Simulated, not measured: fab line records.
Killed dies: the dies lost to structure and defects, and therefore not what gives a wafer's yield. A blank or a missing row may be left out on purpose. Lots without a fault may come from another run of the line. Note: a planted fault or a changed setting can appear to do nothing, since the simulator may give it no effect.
fab line records | flow ritCmos | part 2 of 2: steps 27 to 37 of 37
record lots=5 wafers=15 lastDay=7
route steps=202 shown GATE@79 FOX2@80 REOX@98 NLDD@103 PLDD@114
lots untouched by any fault: they come from a run of this same line in which no faults occurred
startH: start of the lot's first displayed wafer, in hours after the record's first day | waitH: hours elapsed since this lot's preceding step | " repeats the value in the row above | L1.1+2: a single row standing in for several wafers | - value missing, or start not given | * or withheld: withheld | < > ~ a bound
route shown NAME@n: NAME is a module with steps in the file, n the number in the route of the first one | usual: the fault-free wafers' mean and standard deviation | same: alike in all rows | chamber/n: place in a boat | sites: the reading at each site | _std_site: the values' standard deviation | _edge_site: mean of outer sites minus mean of inner sites | radiusMm: for every site, how far away it sits from the centre of the wafer | mask NAME#n: copy n | behind: the tool/chamber that last shaped the wafer | hold: reason for holding the lot/hours on hold/outcome of the hold | device: transistor that didn't switch, given as n, p or np | end of line: the same wafers' tests at the end of the route | for a step that has no rows: nothing shown but its recipe | killed: count of dies lost to structure and defects at first sort (not the wafer's yield) | map: the dies of a wafer, with x for killed, . for not killed, _ for no die there
set.NAME: the run value of the setting; set.NAME@STEP: its run value at that earlier step | model.NAME: the simulator's own value behind a step, which no gauge read
lots seen at some steps along the route; tables by step, rows by wafer
services: from which hour (startH, from the record's first day; less than 0 if before it) a tool's chamber was out of use, for how many hours, and why
## steps
# step RIT_NLDD_SOFTBAKE_02
# recipe resist=NOVOLAK tempC=90 timeS=60
# usual exhaustPa=44.8/0.88 plateTempC=89.99/0.12
# columns lot.wafer tool chamber startH waitH exhaustPa plateTempC
L077.3 lithoTrack-03 0 57.34 0.1 45.3 90.01
L077.4 " 0 " " 45.0 90.25
L077.5 " 0 " " 45.9 90.07
L080.2 lithoTrack-04 0 73.37 0.1 46.1 90.05
L080.3 " 0 " " 46.3 90.17
L080.5 " 0 " " 45.5 89.92
L083.2 lithoTrack-04 0 85.25 0.1 46.2 90.09
L083.4 " 0 " " 44.7 90.01
L083.5 " 0 " " 45.5 89.94
L092.1 lithoTrack-02 0 131.50 0.1 44.5 90.03
L092.3 " 0 " " 45.0 89.98
L092.6 " 0 " " 44.7 90.01
L094.3 lithoTrack-02 0 143.92 0.1 44.3 90.10
L094.4 " 0 " " 44.1 90.10
L094.5 " 0 " " 45.5 90.29
# step RIT_NLDD_EXPOSE_03
# recipe maskId=M7 na=0.57 targetCdNm=40700 doseMj=250
# columns lot.wafer tool chamber startH waitH mask
L077.3+4+5 ilineStepper-01 0 57.48 0.1 M7#0
L080.2+3+5 ilineStepper-01 0 73.63 0.2 M7#0
L083.2+4+5 ilineStepper-02 0 85.40 0.1 M7#0
L092.1+3+6 ilineStepper-02 0 131.65 0.1 M7#0
L094.3+4+5 ilineStepper-01 0 144.18 0.2 M7#0
# step RIT_NLDD_PEB_04
# recipe resist=NOVOLAK tempC=withheld timeS=withheld
# usual exhaustPa=45.0/0.96
# columns lot.wafer tool chamber startH waitH exhaustPa
L077.3 lithoTrack-03 0 57.61 0.1 45.2
L077.4 " 0 " " 43.6
L077.5 " 0 " " 44.6
L080.2 lithoTrack-03 0 73.76 0.1 46.2
L080.3 " 0 " " 47.2
L080.5 " 0 " " 46.7
L083.2 lithoTrack-02 0 85.52 0.1 46.3
L083.4 " 0 " " 45.1
L083.5 " 0 " " 45.5
L092.1 lithoTrack-04 0 131.77 0.1 46.2
L092.3 " 0 " " 45.6
L092.6 " 0 " " 45.2
L094.3 lithoTrack-04 0 144.31 0.1 46.5
L094.4 " 0 " " 46.8
L094.5 " 0 " " 47.0
# step RIT_NLDD_DEVELOP_05
# recipe resist=NOVOLAK developTimeS=50 devTempC=23
# usual exhaustPa=45.0/0.84
# same developTimeS=50
# columns lot.wafer tool chamber startH waitH exhaustPa
L077.3 lithoTrack-03 0 - - 43.9
L077.4 " 0 " " 45.0
L077.5 " 0 " " 45.7
L080.2 lithoTrack-03 0 - - 44.2
L080.3 " 0 " " 44.3
L080.5 " 0 " " 44.4
L083.2 lithoTrack-02 0 - - 44.2
L083.4 " 0 " " 45.7
L083.5 " 0 " " 44.8
L092.1 lithoTrack-04 0 - - 46.0
L092.3 " 0 " " 44.3
L092.6 " 0 " " 45.2
L094.3 lithoTrack-04 0 - - 43.9
L094.4 " 0 " " 43.6
L094.5 " 0 " " 43.3
# step RIT_NLDD_OVL_MEAS_06
# usual NLDD_OVL=0.1/1.6
# columns lot.wafer tool chamber startH waitH NLDD_OVL[nm]
L077.3 overlay-02 - 57.86 - 1.1
L077.4 " - " " 1.8
L077.5 " - " " 1.0
L080.2 overlay-02 - 74.02 - -1.7
L080.3 " - " " 0.9
L080.5 " - " " 0.6
L083.2 overlay-01 - 85.78 - -3.0
L083.4 " - " " -1.1
L083.5 " - " " -3.0
L092.1 overlay-01 - 132.05 - -2.5
L092.3 " - " " -0.5
L092.6 " - " " 0.1
L094.3 overlay-01 - 144.56 - 1.3
L094.4 " - " " 0.8
L094.5 " - " " 0.5
# step RIT_NLDD_HARDBAKE_07
# recipe resist=NOVOLAK tempC=140 timeS=60
# usual exhaustPa=45.2/0.86 plateTempC=139.98/0.13
# columns lot.wafer tool chamber startH waitH exhaustPa plateTempC
L077.3 lithoTrack-03 0 57.93 0.1 45.2 140.04
L077.4 " 0 " " 44.5 139.91
L077.5 " 0 " " 45.3 139.89
L080.2 lithoTrack-03 0 74.08 0.0 45.6 139.91
L080.3 " 0 " " 46.0 139.89
L080.5 " 0 " " 44.6 139.75
L083.2 lithoTrack-02 0 85.84 0.0 44.6 140.24
L083.4 " 0 " " 45.7 140.14
L083.5 " 0 " " 44.2 140.18
L092.1 lithoTrack-02 0 132.09 0.0 45.7 140.17
L092.3 " 0 " " 45.1 140.24
L092.6 " 0 " " 45.2 139.97
L094.3 lithoTrack-03 0 144.63 0.1 45.4 139.63
L094.4 " 0 " " 45.1 139.75
L094.5 " 0 " " 45.9 139.96
# step RIT_NLDD_IMPLANT_08
# recipe species=P energyKev=20 doseCm2=5e+14 tiltDeg=7
# usual tiltDeg=7.004/0.018
# columns lot.wafer tool chamber startH waitH tiltDeg
L077.3 implanter-04 0 58.08 0.1 7.028
L077.4 " 0 " " 7.016
L077.5 " 0 " " 7.005
L080.2 implanter-02 0 74.23 0.1 6.991
L080.3 " 0 " " 7.016
L080.5 " 0 " " 7.010
L083.2 implanter-02 0 85.99 0.1 6.987
L083.4 " 0 " " 7.006
L083.5 " 0 " " 6.990
L092.1 implanter-02 0 132.24 0.1 7.038
L092.3 " 0 " " 7.015
L092.6 " 0 " " 7.028
L094.3 implanter-02 0 144.78 0.1 7.019
L094.4 " 0 " " 7.011
L094.5 " 0 " " 7.016
# step RIT_NLDD_STRIP_09
# recipe chemistry=O2 timeS=180 resist=NOVOLAK platenTempC=withheld powerW=500 pressureMtorr=4000 o2FlowSccm=4000
# usual chamberPressureMTorr=4000/3.9 drypumpMotorCurrentA=5.8/0.36
# columns lot.wafer tool chamber startH waitH chamberPressureMTorr drypumpMotorCurrentA rfHoursCounterH
L077.3 plasmaAsher-04 0 58.24 0.1 4007 5.9 -
L077.4 " 1 " " 4003 5.5 -
L077.5 " 1 " " 3995 5.5 -
L080.2 plasmaAsher-02 1 74.35 0.1 4002 6.0 27
L080.3 " 0 " " 4001 6.2 -
L080.5 " 0 " " 4005 6.2 -
L083.2 plasmaAsher-02 1 86.11 0.1 4001 6.0 28
L083.4 " 1 " " 3999 6.0 -
L083.5 " 0 " " 3998 6.2 -
L092.1 plasmaAsher-02 0 132.39 0.1 4001 6.2 33
L092.3 " 0 " " 4003 6.2 -
L092.6 " 0 " " 3996 6.2 -
L094.3 plasmaAsher-03 1 144.94 0.1 3995 5.5 -
L094.4 " 0 " " 4002 5.2 -
L094.5 " 1 " " 3995 5.5 -
# step RIT_NLDD_TW_MEAS_10
# usual NLDD_TW=2494/18
# columns lot.wafer tool chamber startH waitH NLDD_TW
L077.3 filmMetro-03 - 58.38 0.1 2480
L077.4 " - " " 2481
L077.5 " - " " 2476
L080.2 filmMetro-03 - 74.54 0.1 2467
L080.3 " - " " 2461
L080.5 " - " " 2478
L083.2 filmMetro-01 - 86.30 0.1 2508
L083.4 " - " " 2524
L083.5 " - " " 2502
L092.1 filmMetro-04 - 132.56 0.1 2486
L092.3 " - " " 2498
L092.6 " - " " 2488
L094.3 filmMetro-01 - 145.08 0.1 2513
L094.4 " - " " 2522
L094.5 " - " " 2510
# step RIT_PLDD_HMDS_00
# recipe primeTimeS=60 primeTempC=140
# usual exhaustPa=45.1/0.94
# columns lot.wafer tool chamber startH waitH exhaustPa
L077.3 lithoTrack-02 0 58.47 0.1 44.4
L077.4 " 0 " " 46.1
L077.5 " 0 " " 45.6
L080.2 lithoTrack-04 0 74.61 0.1 45.1
L080.3 " 0 " " 47.0
L080.5 " 0 " " 46.9
L083.2 lithoTrack-01 0 86.37 0.1 45.7
L083.4 " 0 " " 44.9
L083.5 " 0 " " 45.4
L092.1 lithoTrack-02 0 132.62 0.1 43.9
L092.3 " 0 " " 44.9
L092.6 " 0 " " 45.6
L094.3 lithoTrack-01 0 145.17 0.1 43.5
L094.4 " 0 " " 44.4
L094.5 " 0 " " 44.0
# step RIT_PLDD_COAT_01
# recipe resist=NOVOLAK spinRpm=3250 resistThkNm=1000
# usual exhaustPa=44.9/0.83
# columns lot.wafer tool chamber startH waitH exhaustPa
L077.3 lithoTrack-02 0 58.62 0.1 44.4
L077.4 " 0 " " 43.1
L077.5 " 0 " " 44.6
L080.2 lithoTrack-04 0 74.76 0.1 44.6
L080.3 " 0 " " 44.6
L080.5 " 0 " " 44.8
L083.2 lithoTrack-01 0 86.52 0.1 45.6
L083.4 " 0 " " 44.8
L083.5 " 0 " " 44.6
L092.1 lithoTrack-02 0 132.77 0.1 43.9
L092.3 " 0 " " 43.5
L092.6 " 0 " " 43.4
L094.3 lithoTrack-01 0 145.32 0.1 42.5
L094.4 " 0 " " 44.0
L094.5 " 0 " " 45.2
## services
# columns tool chamber startH hours kind
rieSi-01 1 26.34 4.2 repair
ilineStepper-01 - 29.45 1.7 pm
lpcvd-01 - 36.96 0.8 repair
ilineStepper-02 - 49.07 1.7 pm
rieSi-02 1 62.37 3.4 repair
ilineStepper-01 - 66.70 5.9 repair
plasmaAsher-04 - 71.49 0.9 repair
furnace-01 - 76.94 2.8 pm
wetBench-04 - 82.53 3.8 repair
ilineStepper-02 - 108.06 4.4 pm
plasmaAsher-01 - 108.75 9.0 pm
plasmaAsher-01 0 108.75 9.0 ventCycle
plasmaAsher-01 1 108.75 9.0 ventCycle
rieSi-02 3 109.53 12.8 repair
plasmaAsher-03 - 114.87 0.8 repair
implanter-02 - 114.88 8.7 pm
plasmaAsher-01 0 117.75 - clean
plasmaAsher-01 1 117.75 - clean
wetBench-04 - 122.70 1.9 pm
furnace-03 - 131.14 3.7 pm
ilineStepper-01 0 132.16 - calibration
rieSi-02 0 134.13 7.4 repair
furnace-03 - 139.86 2.1 pm
